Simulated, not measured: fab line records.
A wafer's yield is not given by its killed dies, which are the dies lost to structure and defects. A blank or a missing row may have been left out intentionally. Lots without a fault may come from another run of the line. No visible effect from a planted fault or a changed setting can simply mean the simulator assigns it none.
Which of the tools did it? | flow berkeleyCmos170 | 7 lots with 21 wafers sampled at 2 steps, on a route of 331 steps

== WHAT EACH GAUGE READ, for each wafer ==
UCB170_V1_CD_MEAS_12: target cd 700 nm.
lot  | measured     | on       | cdNm (nm)
L429 | day 8 20:39  | cdSem-01 | 701.9 699.2 701.7
L428 | day 8 23:00  | cdSem-01 | 697.3 699.8 700.1
L435 | day 10 00:16 | cdSem-01 | 700.2 700.9 700.8
L436 | day 10 13:36 | cdSem-01 | 701.2 701.9 700.2
L437 | day 10 15:04 | cdSem-01 | 700.6 699.2 699.5
L445 | day 12 13:30 | cdSem-02 | 699.2 700.2 698.3
L447 | day 12 14:53 | cdSem-01 | 697.2 698.8 697.7

== WHAT TOOL EACH LOT RAN ON (gives the tool, then ch and the chambers of the sampled wafers, and finally the start) ==
lot  | UCB170_PSD_CLEAN_11
L429 | wetBench-03 ch 1, day 8 02:32
L428 | wetBench-03 ch 0, day 8 02:58
L435 | wetBench-03 ch 1, day 9 08:19
L436 | wetBench-01 ch 1, day 9 22:32
L437 | wetBench-03 ch 0, day 9 23:13
L445 | wetBench-01 ch 2, day 11 23:09
L447 | wetBench-01 ch 1, day 11 23:09
- UCB170_PSD_CLEAN_11: cleans in SPM, time 600 s.

== THE ANSWER, worked out from the rows above alone ==
Rule: what is usual is taken from the lots themselves. The widest of any qualifying gaps counts: lots, ordered by their means at a reading, are off when they make up no more than a third of the lots, leave a main group of 4 or more, and stand apart from it by 3 or more times the standard deviation of that group's means. The tables above print the reading to a certain number of digits; a main group whose means all agree to those digits is not used. A lot without any number at a reading at which 4 lots or more have one is off too. The other lots that the step has rows for count as sound.
No lot is off on any of the readings shown, so nothing can be concluded from this.

== WHAT THE SIMULATOR HAD INSERTED ==
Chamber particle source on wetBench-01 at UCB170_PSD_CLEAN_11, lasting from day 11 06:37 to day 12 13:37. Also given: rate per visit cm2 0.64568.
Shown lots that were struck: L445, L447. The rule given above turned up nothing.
